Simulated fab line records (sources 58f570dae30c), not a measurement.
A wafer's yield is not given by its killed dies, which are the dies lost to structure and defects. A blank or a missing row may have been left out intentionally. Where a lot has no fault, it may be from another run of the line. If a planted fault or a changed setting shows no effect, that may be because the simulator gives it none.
fab line records || flow berkeley_cmos170 || part 2 of 2: steps 27 to 36 of 36
record {"lots": 5, "wafers": 15, "last_day": 11}
route steps=331 shown M2@289 V2@292 M3@309
lots untouched by any fault: they come from a run of this same line in which no faults occurred
start_h: hours from the record's opening day to when the first of the lot's shown wafers began || wait_h: hours elapsed since this lot's preceding step || " unchanged from the row above || L1.1+2: one row covering several wafers at once || - no value present, or no start provided || * or withheld: withheld || < > ~ a bound
route shown NAME@n: NAME is a module with steps in the file, n the number in the route of the first one || usual: mean/standard deviation taken from wafers without a fault || same: alike in all rows || chamber/n: place in a boat || sites: the reading at each site || _std_site: the standard deviation of these || _edge_site: mean of outer sites minus mean of inner sites || radius_mm: how far each site lies from the wafer's centre || mask NAME#n: copy n || behind: the most recent tool/chamber to have shaped the wafer || hold: cause of the lot's hold/its duration in hours/its outcome || device: whichever transistor did not switch (one of n, p or np) || end of line: the route-end tests of the same wafers || for a step that has no rows: nothing shown but its recipe || killed: the dies lost at the first sort to structure and to defects; this is not the yield of the wafer || map: a wafer's dies, x killed, . not, _ none there
set.NAME: the setting as run; set.NAME@STEP: as run at that earlier step || model.NAME: the simulator's own value behind a step, which no gauge read
lots at some steps of the route; a table a step, a row a wafer
services: when a tool's chamber went out of use (start_h, in hours from the record's first day, below 0 if earlier), for how many hours, and the reason
## steps
# step UCB170_M3_SOFTBAKE_06
# recipe {"resist": "KrF", "temp_c": 130, "time_s": 60}
# usual {"heater_power_total_W": "56.80/0.041"}
{"lot.wafer": "L074.1", "tool": "litho_track-01", "chamber": 0, "start_h": 182.58, "wait_h": 0.1, "heater_power_total_W": 56.77}
{"lot.wafer": "L074.3", "tool": "litho_track-01", "chamber": 0, "start_h": 182.58, "wait_h": 0.1, "heater_power_total_W": 56.84}
{"lot.wafer": "L074.5", "tool": "litho_track-01", "chamber": 0, "start_h": 182.58, "wait_h": 0.1, "heater_power_total_W": 56.86}
{"lot.wafer": "L076.3", "tool": "litho_track-02", "chamber": 0, "start_h": 201.88, "wait_h": 0.1, "heater_power_total_W": 56.82}
{"lot.wafer": "L076.4", "tool": "litho_track-02", "chamber": 0, "start_h": 201.88, "wait_h": 0.1, "heater_power_total_W": 56.74}
{"lot.wafer": "L076.5", "tool": "litho_track-02", "chamber": 0, "start_h": 201.88, "wait_h": 0.1, "heater_power_total_W": 56.79}
{"lot.wafer": "L087.1", "tool": "litho_track-02", "chamber": 0, "start_h": 245.65, "wait_h": 0.1, "heater_power_total_W": 56.79}
{"lot.wafer": "L087.2", "tool": "litho_track-02", "chamber": 0, "start_h": 245.65, "wait_h": 0.1, "heater_power_total_W": 56.82}
{"lot.wafer": "L087.3", "tool": "litho_track-02", "chamber": 0, "start_h": 245.65, "wait_h": 0.1, "heater_power_total_W": 56.71}
{"lot.wafer": "L090.2", "tool": "litho_track-04", "chamber": 0, "start_h": 263.50, "wait_h": 0.1, "heater_power_total_W": 56.75}
{"lot.wafer": "L090.3", "tool": "litho_track-04", "chamber": 0, "start_h": 263.50, "wait_h": 0.1, "heater_power_total_W": 56.76}
{"lot.wafer": "L090.5", "tool": "litho_track-04", "chamber": 0, "start_h": 263.50, "wait_h": 0.1, "heater_power_total_W": 56.82}
{"lot.wafer": "L093.2", "tool": "litho_track-04", "chamber": 0, "start_h": 264.67, "wait_h": 0.1, "heater_power_total_W": 56.79}
{"lot.wafer": "L093.4", "tool": "litho_track-04", "chamber": 0, "start_h": 264.67, "wait_h": 0.1, "heater_power_total_W": 56.74}
{"lot.wafer": "L093.5", "tool": "litho_track-04", "chamber": 0, "start_h": 264.67, "wait_h": 0.1, "heater_power_total_W": 56.80}
# step UCB170_M3_STRIP_07
# recipe {"chemistry": "O2", "power_w": 400, "pressure_mtorr": 3500, "platen_temp_c": "withheld", "o2_flow_sccm": 400, "overash_fraction": 0.5}
# usual {"drypump_motor_current_A": "5.9/0.43", "oes_product_au": "0.735/0.0047", "strip_time_to_endpoint_s": "21.95/0.066"}
{"lot.wafer": "L074.1", "tool": "plasma_asher-04", "chamber": 1, "start_h": 182.73, "wait_h": 0.1, "drypump_motor_current_A": 6.0, "oes_product_au": 0.728, "rf_hours_counter_h": 45, "strip_time_to_endpoint_s": 21.90}
{"lot.wafer": "L074.3", "tool": "plasma_asher-04", "chamber": 0, "start_h": 182.73, "wait_h": 0.1, "drypump_motor_current_A": 6.4, "oes_product_au": 0.739, "rf_hours_counter_h": "-", "strip_time_to_endpoint_s": 21.91}
{"lot.wafer": "L074.5", "tool": "plasma_asher-04", "chamber": 0, "start_h": 182.73, "wait_h": 0.1, "drypump_motor_current_A": 6.4, "oes_product_au": 0.736, "rf_hours_counter_h": "-", "strip_time_to_endpoint_s": 21.98}
{"lot.wafer": "L076.3", "tool": "plasma_asher-04", "chamber": 1, "start_h": 202.02, "wait_h": 0.1, "drypump_motor_current_A": 6.1, "oes_product_au": 0.729, "rf_hours_counter_h": "-", "strip_time_to_endpoint_s": 21.90}
{"lot.wafer": "L076.4", "tool": "plasma_asher-04", "chamber": 0, "start_h": 202.02, "wait_h": 0.1, "drypump_motor_current_A": 6.4, "oes_product_au": 0.738, "rf_hours_counter_h": "-", "strip_time_to_endpoint_s": 21.89}
{"lot.wafer": "L076.5", "tool": "plasma_asher-04", "chamber": 1, "start_h": 202.02, "wait_h": 0.1, "drypump_motor_current_A": 6.0, "oes_product_au": 0.734, "rf_hours_counter_h": "-", "strip_time_to_endpoint_s": 21.91}
{"lot.wafer": "L087.1", "tool": "plasma_asher-03", "chamber": 0, "start_h": 245.80, "wait_h": 0.1, "drypump_motor_current_A": 6.3, "oes_product_au": 0.738, "rf_hours_counter_h": 14, "strip_time_to_endpoint_s": 22.07}
{"lot.wafer": "L087.2", "tool": "plasma_asher-03", "chamber": 1, "start_h": 245.80, "wait_h": 0.1, "drypump_motor_current_A": 5.6, "oes_product_au": 0.731, "rf_hours_counter_h": 14, "strip_time_to_endpoint_s": 22.03}
{"lot.wafer": "L087.3", "tool": "plasma_asher-03", "chamber": 1, "start_h": 245.80, "wait_h": 0.1, "drypump_motor_current_A": 5.6, "oes_product_au": 0.729, "rf_hours_counter_h": "-", "strip_time_to_endpoint_s": 22.06}
{"lot.wafer": "L090.2", "tool": "plasma_asher-04", "chamber": 0, "start_h": 263.62, "wait_h": 0.1, "drypump_motor_current_A": 6.4, "oes_product_au": 0.737, "rf_hours_counter_h": 55, "strip_time_to_endpoint_s": 21.99}
{"lot.wafer": "L090.3", "tool": "plasma_asher-04", "chamber": 1, "start_h": 263.62, "wait_h": 0.1, "drypump_motor_current_A": 6.1, "oes_product_au": 0.729, "rf_hours_counter_h": "-", "strip_time_to_endpoint_s": 22.01}
{"lot.wafer": "L090.5", "tool": "plasma_asher-04", "chamber": 0, "start_h": 263.62, "wait_h": 0.1, "drypump_motor_current_A": 6.4, "oes_product_au": 0.732, "rf_hours_counter_h": "-", "strip_time_to_endpoint_s": 22.01}
{"lot.wafer": "L093.2", "tool": "plasma_asher-01", "chamber": 0, "start_h": 264.80, "wait_h": 0.1, "drypump_motor_current_A": 5.1, "oes_product_au": 0.739, "rf_hours_counter_h": 51, "strip_time_to_endpoint_s": 21.83}
{"lot.wafer": "L093.4", "tool": "plasma_asher-01", "chamber": 0, "start_h": 264.80, "wait_h": 0.1, "drypump_motor_current_A": 5.1, "oes_product_au": 0.740, "rf_hours_counter_h": "-", "strip_time_to_endpoint_s": 21.83}
{"lot.wafer": "L093.5", "tool": "plasma_asher-01", "chamber": 1, "start_h": 264.80, "wait_h": 0.1, "drypump_motor_current_A": 5.9, "oes_product_au": 0.729, "rf_hours_counter_h": "-", "strip_time_to_endpoint_s": 21.87}
# step UCB170_M3_STRIP_08
# recipe {"chemistry": "DMSO", "temp_c": 80, "time_s": 600, "material": "KrF"}
# usual {"bath_guard_temp_C": "80.2/0.44"}
{"lot.wafer": "L074.1", "tool": "wet_bench-04", "chamber": 1, "start_h": 183.23, "wait_h": 0.5, "bath_guard_temp_C": 80.2}
{"lot.wafer": "L074.3", "tool": "wet_bench-04", "chamber": 1, "start_h": 183.23, "wait_h": 0.5, "bath_guard_temp_C": 80.1}
{"lot.wafer": "L074.5", "tool": "wet_bench-04", "chamber": 1, "start_h": 183.23, "wait_h": 0.5, "bath_guard_temp_C": 80.3}
{"lot.wafer": "L076.3", "tool": "wet_bench-03", "chamber": 0, "start_h": 205.78, "wait_h": 3.7, "bath_guard_temp_C": 80.7}
{"lot.wafer": "L076.4", "tool": "wet_bench-03", "chamber": 0, "start_h": 205.78, "wait_h": 3.7, "bath_guard_temp_C": 80.9}
{"lot.wafer": "L076.5", "tool": "wet_bench-03", "chamber": 0, "start_h": 205.78, "wait_h": 3.7, "bath_guard_temp_C": 80.9}
{"lot.wafer": "L087.1", "tool": "wet_bench-03", "chamber": 1, "start_h": 245.90, "wait_h": 0.1, "bath_guard_temp_C": 79.9}
{"lot.wafer": "L087.2", "tool": "wet_bench-03", "chamber": 1, "start_h": 245.90, "wait_h": 0.1, "bath_guard_temp_C": 79.9}
{"lot.wafer": "L087.3", "tool": "wet_bench-03", "chamber": 1, "start_h": 245.90, "wait_h": 0.1, "bath_guard_temp_C": 80.1}
{"lot.wafer": "L090.2", "tool": "wet_bench-03", "chamber": 1, "start_h": 263.72, "wait_h": 0.1, "bath_guard_temp_C": 79.8}
{"lot.wafer": "L090.3", "tool": "wet_bench-03", "chamber": 1, "start_h": 263.72, "wait_h": 0.1, "bath_guard_temp_C": 80.1}
{"lot.wafer": "L090.5", "tool": "wet_bench-03", "chamber": 1, "start_h": 263.72, "wait_h": 0.1, "bath_guard_temp_C": 80.0}
{"lot.wafer": "L093.2", "tool": "wet_bench-02", "chamber": 3, "start_h": 264.90, "wait_h": 0.1, "bath_guard_temp_C": 80.6}
{"lot.wafer": "L093.4", "tool": "wet_bench-02", "chamber": 3, "start_h": 264.90, "wait_h": 0.1, "bath_guard_temp_C": 80.9}
{"lot.wafer": "L093.5", "tool": "wet_bench-02", "chamber": 3, "start_h": 264.90, "wait_h": 0.1, "bath_guard_temp_C": 80.7}
# step UCB170_M3_COAT_09
# recipe {"resist": "BARC", "temp_c": "withheld", "time_s": "withheld", "spin_rpm": 3000, "resist_thk_nm": "withheld"}
# usual {"dispense_pressure_kPa": "49.2/2.4"}
{"lot.wafer": "L074.1", "tool": "litho_track-04", "chamber": 0, "start_h": 184.02, "wait_h": 0.4, "dispense_pressure_kPa": 53.5}
{"lot.wafer": "L074.3", "tool": "litho_track-04", "chamber": 0, "start_h": 184.02, "wait_h": 0.4, "dispense_pressure_kPa": 53.5}
{"lot.wafer": "L074.5", "tool": "litho_track-04", "chamber": 0, "start_h": 184.02, "wait_h": 0.4, "dispense_pressure_kPa": 53.5}
{"lot.wafer": "L076.3", "tool": "litho_track-02", "chamber": 0, "start_h": 206.22, "wait_h": 0.1, "dispense_pressure_kPa": 49.8}
{"lot.wafer": "L076.4", "tool": "litho_track-02", "chamber": 0, "start_h": 206.22, "wait_h": 0.1, "dispense_pressure_kPa": 49.8}
{"lot.wafer": "L076.5", "tool": "litho_track-02", "chamber": 0, "start_h": 206.22, "wait_h": 0.1, "dispense_pressure_kPa": 49.9}
{"lot.wafer": "L087.1", "tool": "litho_track-04", "chamber": 0, "start_h": 246.71, "wait_h": 0.6, "dispense_pressure_kPa": 53.5}
{"lot.wafer": "L087.2", "tool": "litho_track-04", "chamber": 0, "start_h": 246.71, "wait_h": 0.6, "dispense_pressure_kPa": 53.5}
{"lot.wafer": "L087.3", "tool": "litho_track-04", "chamber": 0, "start_h": 246.71, "wait_h": 0.6, "dispense_pressure_kPa": 53.5}
{"lot.wafer": "L090.2", "tool": "litho_track-01", "chamber": 0, "start_h": 264.00, "wait_h": 0.1, "dispense_pressure_kPa": 46.6}
{"lot.wafer": "L090.3", "tool": "litho_track-01", "chamber": 0, "start_h": 264.00, "wait_h": 0.1, "dispense_pressure_kPa": 46.6}
{"lot.wafer": "L090.5", "tool": "litho_track-01", "chamber": 0, "start_h": 264.00, "wait_h": 0.1, "dispense_pressure_kPa": 46.5}
{"lot.wafer": "L093.2", "tool": "litho_track-02", "chamber": 0, "start_h": 265.11, "wait_h": 0.0, "dispense_pressure_kPa": 49.8}
{"lot.wafer": "L093.4", "tool": "litho_track-02", "chamber": 0, "start_h": 265.11, "wait_h": 0.0, "dispense_pressure_kPa": 49.8}
{"lot.wafer": "L093.5", "tool": "litho_track-02", "chamber": 0, "start_h": 265.11, "wait_h": 0.0, "dispense_pressure_kPa": 49.8}
# step UCB170_M3_COAT_10
# recipe {"resist": "KrF", "spin_rpm": 1500, "resist_thk_nm": 900}
# usual {"dispense_pressure_kPa": "49.2/2.4"}
{"lot.wafer": "L074.1", "tool": "litho_track-04", "chamber": 0, "start_h": "-", "wait_h": "-", "dispense_pressure_kPa": 53.5}
{"lot.wafer": "L074.3", "tool": "litho_track-04", "chamber": 0, "start_h": "-", "wait_h": "-", "dispense_pressure_kPa": 53.5}
{"lot.wafer": "L074.5", "tool": "litho_track-04", "chamber": 0, "start_h": "-", "wait_h": "-", "dispense_pressure_kPa": 53.5}
{"lot.wafer": "L076.3", "tool": "litho_track-02", "chamber": 0, "start_h": "-", "wait_h": "-", "dispense_pressure_kPa": 49.9}
{"lot.wafer": "L076.4", "tool": "litho_track-02", "chamber": 0, "start_h": "-", "wait_h": "-", "dispense_pressure_kPa": 49.9}
{"lot.wafer": "L076.5", "tool": "litho_track-02", "chamber": 0, "start_h": "-", "wait_h": "-", "dispense_pressure_kPa": 49.9}
{"lot.wafer": "L087.1", "tool": "litho_track-04", "chamber": 0, "start_h": "-", "wait_h": "-", "dispense_pressure_kPa": 53.5}
{"lot.wafer": "L087.2", "tool": "litho_track-04", "chamber": 0, "start_h": "-", "wait_h": "-", "dispense_pressure_kPa": 53.5}
{"lot.wafer": "L087.3", "tool": "litho_track-04", "chamber": 0, "start_h": "-", "wait_h": "-", "dispense_pressure_kPa": 53.4}
{"lot.wafer": "L090.2", "tool": "litho_track-01", "chamber": 0, "start_h": "-", "wait_h": "-", "dispense_pressure_kPa": 46.5}
{"lot.wafer": "L090.3", "tool": "litho_track-01", "chamber": 0, "start_h": "-", "wait_h": "-", "dispense_pressure_kPa": 46.5}
{"lot.wafer": "L090.5", "tool": "litho_track-01", "chamber": 0, "start_h": "-", "wait_h": "-", "dispense_pressure_kPa": 46.5}
{"lot.wafer": "L093.2", "tool": "litho_track-02", "chamber": 0, "start_h": "-", "wait_h": "-", "dispense_pressure_kPa": 49.8}
{"lot.wafer": "L093.4", "tool": "litho_track-02", "chamber": 0, "start_h": "-", "wait_h": "-", "dispense_pressure_kPa": 49.8}
{"lot.wafer": "L093.5", "tool": "litho_track-02", "chamber": 0, "start_h": "-", "wait_h": "-", "dispense_pressure_kPa": 49.8}
# step UCB170_M3_SOFTBAKE_11
# recipe {"resist": "KrF", "temp_c": 130, "time_s": 60}
# usual {"heater_power_total_W": "56.80/0.048"}
{"lot.wafer": "L074.1", "tool": "litho_track-04", "chamber": 0, "start_h": "-", "wait_h": "-", "heater_power_total_W": 56.77}
{"lot.wafer": "L074.3", "tool": "litho_track-04", "chamber": 0, "start_h": "-", "wait_h": "-", "heater_power_total_W": 56.94}
{"lot.wafer": "L074.5", "tool": "litho_track-04", "chamber": 0, "start_h": "-", "wait_h": "-", "heater_power_total_W": 56.76}
{"lot.wafer": "L076.3", "tool": "litho_track-02", "chamber": 0, "start_h": "-", "wait_h": "-", "heater_power_total_W": 56.79}
{"lot.wafer": "L076.4", "tool": "litho_track-02", "chamber": 0, "start_h": "-", "wait_h": "-", "heater_power_total_W": 56.73}
{"lot.wafer": "L076.5", "tool": "litho_track-02", "chamber": 0, "start_h": "-", "wait_h": "-", "heater_power_total_W": 56.76}
{"lot.wafer": "L087.1", "tool": "litho_track-04", "chamber": 0, "start_h": "-", "wait_h": "-", "heater_power_total_W": 56.83}
{"lot.wafer": "L087.2", "tool": "litho_track-04", "chamber": 0, "start_h": "-", "wait_h": "-", "heater_power_total_W": 56.79}
{"lot.wafer": "L087.3", "tool": "litho_track-04", "chamber": 0, "start_h": "-", "wait_h": "-", "heater_power_total_W": 56.78}
{"lot.wafer": "L090.2", "tool": "litho_track-01", "chamber": 0, "start_h": "-", "wait_h": "-", "heater_power_total_W": 56.83}
{"lot.wafer": "L090.3", "tool": "litho_track-01", "chamber": 0, "start_h": "-", "wait_h": "-", "heater_power_total_W": 56.79}
{"lot.wafer": "L090.5", "tool": "litho_track-01", "chamber": 0, "start_h": "-", "wait_h": "-", "heater_power_total_W": 56.81}
{"lot.wafer": "L093.2", "tool": "litho_track-02", "chamber": 0, "start_h": "-", "wait_h": "-", "heater_power_total_W": 56.87}
{"lot.wafer": "L093.4", "tool": "litho_track-02", "chamber": 0, "start_h": "-", "wait_h": "-", "heater_power_total_W": 56.73}
{"lot.wafer": "L093.5", "tool": "litho_track-02", "chamber": 0, "start_h": "-", "wait_h": "-", "heater_power_total_W": 56.85}
# step UCB170_M3_EXPOSE_12
# recipe {"mask_id": "METAL3", "target_cd_nm": 700, "na": 0.5, "sigma_outer": 0.6, "source_shape": "conventional", "dose_mj": 26}
# usual {"exposure_dose_mJ_cm2": "26.002/0.026"}
{"lot.wafer": "L074.1", "tool": "krf_scanner-02", "chamber": 0, "start_h": 184.53, "wait_h": "-", "mask": "METAL3#0", "exposure_dose_mJ_cm2": 25.990}
{"lot.wafer": "L074.3", "tool": "krf_scanner-02", "chamber": 0, "start_h": 184.53, "wait_h": "-", "mask": "METAL3#0", "exposure_dose_mJ_cm2": 26.044}
{"lot.wafer": "L074.5", "tool": "krf_scanner-02", "chamber": 0, "start_h": 184.53, "wait_h": "-", "mask": "METAL3#0", "exposure_dose_mJ_cm2": 25.981}
{"lot.wafer": "L076.3", "tool": "krf_scanner-02", "chamber": 0, "start_h": 206.78, "wait_h": "-", "mask": "METAL3#0", "exposure_dose_mJ_cm2": 26.036}
{"lot.wafer": "L076.4", "tool": "krf_scanner-02", "chamber": 0, "start_h": 206.78, "wait_h": "-", "mask": "METAL3#0", "exposure_dose_mJ_cm2": 26.025}
{"lot.wafer": "L076.5", "tool": "krf_scanner-02", "chamber": 0, "start_h": 206.78, "wait_h": "-", "mask": "METAL3#0", "exposure_dose_mJ_cm2": 26.033}
{"lot.wafer": "L087.1", "tool": "krf_scanner-02", "chamber": 0, "start_h": 247.46, "wait_h": "-", "mask": "METAL3#0", "exposure_dose_mJ_cm2": 26.016}
{"lot.wafer": "L087.2", "tool": "krf_scanner-02", "chamber": 0, "start_h": 247.46, "wait_h": "-", "mask": "METAL3#0", "exposure_dose_mJ_cm2": 25.989}
{"lot.wafer": "L087.3", "tool": "krf_scanner-02", "chamber": 0, "start_h": 247.46, "wait_h": "-", "mask": "METAL3#0", "exposure_dose_mJ_cm2": 26.045}
{"lot.wafer": "L090.2", "tool": "krf_scanner-02", "chamber": 0, "start_h": 264.44, "wait_h": "-", "mask": "METAL3#0", "exposure_dose_mJ_cm2": 25.992}
{"lot.wafer": "L090.3", "tool": "krf_scanner-02", "chamber": 0, "start_h": 264.44, "wait_h": "-", "mask": "METAL3#0", "exposure_dose_mJ_cm2": 25.985}
{"lot.wafer": "L090.5", "tool": "krf_scanner-02", "chamber": 0, "start_h": 264.44, "wait_h": "-", "mask": "METAL3#0", "exposure_dose_mJ_cm2": 25.947}
{"lot.wafer": "L093.2", "tool": "krf_scanner-02", "chamber": 0, "start_h": 265.56, "wait_h": "-", "mask": "METAL3#0", "exposure_dose_mJ_cm2": 26.023}
{"lot.wafer": "L093.4", "tool": "krf_scanner-02", "chamber": 0, "start_h": 265.56, "wait_h": "-", "mask": "METAL3#0", "exposure_dose_mJ_cm2": 25.991}
{"lot.wafer": "L093.5", "tool": "krf_scanner-02", "chamber": 0, "start_h": 265.56, "wait_h": "-", "mask": "METAL3#0", "exposure_dose_mJ_cm2": 26.025}
# step UCB170_M3_PEB_13
# recipe {"peb_temp_c": 130, "peb_time_s": "withheld", "resist": "KrF"}
# usual {"heater_power_total_W": "56.81/0.045"}
{"lot.wafer": "L074.1", "tool": "litho_track-04", "chamber": 0, "start_h": 184.81, "wait_h": 0.3, "heater_power_total_W": 56.80}
{"lot.wafer": "L074.3", "tool": "litho_track-04", "chamber": 0, "start_h": 184.81, "wait_h": 0.3, "heater_power_total_W": 56.85}
{"lot.wafer": "L074.5", "tool": "litho_track-04", "chamber": 0, "start_h": 184.81, "wait_h": 0.3, "heater_power_total_W": 56.82}
{"lot.wafer": "L076.3", "tool": "litho_track-02", "chamber": 0, "start_h": 207.12, "wait_h": 0.3, "heater_power_total_W": 56.81}
{"lot.wafer": "L076.4", "tool": "litho_track-02", "chamber": 0, "start_h": 207.12, "wait_h": 0.3, "heater_power_total_W": 56.84}
{"lot.wafer": "L076.5", "tool": "litho_track-02", "chamber": 0, "start_h": 207.12, "wait_h": 0.3, "heater_power_total_W": 56.82}
{"lot.wafer": "L087.1", "tool": "litho_track-01", "chamber": 0, "start_h": 248.33, "wait_h": 0.9, "heater_power_total_W": 56.81}
{"lot.wafer": "L087.2", "tool": "litho_track-01", "chamber": 0, "start_h": 248.33, "wait_h": 0.9, "heater_power_total_W": 56.87}
{"lot.wafer": "L087.3", "tool": "litho_track-01", "chamber": 0, "start_h": 248.33, "wait_h": 0.9, "heater_power_total_W": 56.85}
{"lot.wafer": "L090.2", "tool": "litho_track-04", "chamber": 0, "start_h": 264.82, "wait_h": 0.4, "heater_power_total_W": 56.83}
{"lot.wafer": "L090.3", "tool": "litho_track-04", "chamber": 0, "start_h": 264.82, "wait_h": 0.4, "heater_power_total_W": 56.78}
{"lot.wafer": "L090.5", "tool": "litho_track-04", "chamber": 0, "start_h": 264.82, "wait_h": 0.4, "heater_power_total_W": 56.82}
{"lot.wafer": "L093.2", "tool": "litho_track-01", "chamber": 0, "start_h": 265.68, "wait_h": 0.1, "heater_power_total_W": 56.75}
{"lot.wafer": "L093.4", "tool": "litho_track-01", "chamber": 0, "start_h": 265.68, "wait_h": 0.1, "heater_power_total_W": 56.71}
{"lot.wafer": "L093.5", "tool": "litho_track-01", "chamber": 0, "start_h": 265.68, "wait_h": 0.1, "heater_power_total_W": 56.83}
# step UCB170_M3_DEVELOP_14
# recipe {"developer": "TMAH", "develop_time_s": 45, "resist": "KrF", "dev_temp_c": 21}
{"lot.wafer": "L074.1+3+5", "tool": "litho_track-04", "chamber": 0, "start_h": "-", "wait_h": "-"}
{"lot.wafer": "L076.3+4+5", "tool": "litho_track-02", "chamber": 0, "start_h": "-", "wait_h": "-"}
{"lot.wafer": "L087.1+2+3", "tool": "litho_track-01", "chamber": 0, "start_h": "-", "wait_h": "-"}
{"lot.wafer": "L090.2+3+5", "tool": "litho_track-04", "chamber": 0, "start_h": "-", "wait_h": "-"}
{"lot.wafer": "L093.2+4+5", "tool": "litho_track-01", "chamber": 0, "start_h": "-", "wait_h": "-"}
# step UCB170_M3_CD_MEAS_15
# recipe {"target_cd_nm": 700}
# usual {"cd_nm": "699.9/1.3"}
{"lot.wafer": "L074.1", "tool": "cd_sem-01", "chamber": "-", "start_h": 185.08, "wait_h": "-", "cd_nm": 701.9}
{"lot.wafer": "L074.3", "tool": "cd_sem-01", "chamber": "-", "start_h": 185.08, "wait_h": "-", "cd_nm": 701.8}
{"lot.wafer": "L074.5", "tool": "cd_sem-01", "chamber": "-", "start_h": 185.08, "wait_h": "-", "cd_nm": 700.4}
{"lot.wafer": "L076.3", "tool": "cd_sem-02", "chamber": "-", "start_h": 207.38, "wait_h": "-", "cd_nm": 699.1}
{"lot.wafer": "L076.4", "tool": "cd_sem-02", "chamber": "-", "start_h": 207.38, "wait_h": "-", "cd_nm": 701.5}
{"lot.wafer": "L076.5", "tool": "cd_sem-02", "chamber": "-", "start_h": 207.38, "wait_h": "-", "cd_nm": 700.1}
{"lot.wafer": "L087.1", "tool": "cd_sem-01", "chamber": "-", "start_h": 248.66, "wait_h": "-", "cd_nm": 701.1}
{"lot.wafer": "L087.2", "tool": "cd_sem-01", "chamber": "-", "start_h": 248.66, "wait_h": "-", "cd_nm": 702.6}
{"lot.wafer": "L087.3", "tool": "cd_sem-01", "chamber": "-", "start_h": 248.66, "wait_h": "-", "cd_nm": 702.2}
{"lot.wafer": "L090.2", "tool": "cd_sem-02", "chamber": "-", "start_h": 265.09, "wait_h": "-", "cd_nm": 699.0}
{"lot.wafer": "L090.3", "tool": "cd_sem-02", "chamber": "-", "start_h": 265.09, "wait_h": "-", "cd_nm": 698.2}
{"lot.wafer": "L090.5", "tool": "cd_sem-02", "chamber": "-", "start_h": 265.09, "wait_h": "-", "cd_nm": 699.2}
{"lot.wafer": "L093.2", "tool": "cd_sem-02", "chamber": "-", "start_h": 265.95, "wait_h": "-", "cd_nm": 699.8}
{"lot.wafer": "L093.4", "tool": "cd_sem-02", "chamber": "-", "start_h": 265.95, "wait_h": "-", "cd_nm": 699.6}
{"lot.wafer": "L093.5", "tool": "cd_sem-02", "chamber": "-", "start_h": 265.95, "wait_h": "-", "cd_nm": 700.6}
## services
{"tool": "rie_diel-03", "chamber": 1, "start_h": 157.92, "hours": 4.5, "kind": "repair"}
{"tool": "krf_scanner-02", "chamber": "-", "start_h": 162.65, "hours": 0.8, "kind": "pm"}
{"tool": "pecvd-01", "chamber": "-", "start_h": 162.65, "hours": 6.0, "kind": "pm"}
{"tool": "rie_diel-04", "chamber": "-", "start_h": 169.41, "hours": 0.5, "kind": "repair"}
{"tool": "wet_bench-01", "chamber": "-", "start_h": 170.27, "hours": 4.4, "kind": "pm"}
{"tool": "cmp-01", "chamber": "-", "start_h": 184.31, "hours": 1.6, "kind": "repair"}
{"tool": "cmp-02", "chamber": "-", "start_h": 186.88, "hours": 8.8, "kind": "pm"}
{"tool": "krf_scanner-02", "chamber": "-", "start_h": 188.80, "hours": 0.8, "kind": "repair"}
{"tool": "rie_diel-02", "chamber": "-", "start_h": 196.59, "hours": 0.4, "kind": "repair"}
{"tool": "rie_diel-04", "chamber": 1, "start_h": 200.16, "hours": 6.3, "kind": "repair"}
{"tool": "cmp-01", "chamber": "-", "start_h": 207.22, "hours": 4.3, "kind": "repair"}
{"tool": "cmp-01", "chamber": "-", "start_h": 207.99, "hours": 1.8, "kind": "repair"}
{"tool": "rie_metal-04", "chamber": "-", "start_h": 210.25, "hours": 2.8, "kind": "pm"}
{"tool": "cmp-02", "chamber": "-", "start_h": 216.27, "hours": 2.8, "kind": "repair"}
{"tool": "pecvd-04", "chamber": "-", "start_h": 219.75, "hours": 0.7, "kind": "repair"}
{"tool": "plasma_asher-01", "chamber": "-", "start_h": 229.93, "hours": 2.0, "kind": "repair"}
{"tool": "cmp-01", "chamber": "-", "start_h": 232.00, "hours": 4.0, "kind": "pm"}
{"tool": "krf_scanner-02", "chamber": "-", "start_h": 232.76, "hours": 1.5, "kind": "pm"}
{"tool": "rie_metal-04", "chamber": "-", "start_h": 234.18, "hours": 1.4, "kind": "pm"}
{"tool": "krf_scanner-02", "chamber": "-", "start_h": 244.72, "hours": 2.1, "kind": "repair"}
{"tool": "wet_bench-03", "chamber": "-", "start_h": 252.63, "hours": 3.7, "kind": "repair"}
{"tool": "plasma_asher-01", "chamber": "-", "start_h": 257.97, "hours": 0.5, "kind": "repair"}
{"tool": "pvd_sputter-03", "chamber": "-", "start_h": 258.86, "hours": 2.1, "kind": "repair"}
{"tool": "plasma_asher-03", "chamber": "-", "start_h": 264.71, "hours": 14.6, "kind": "pm"}
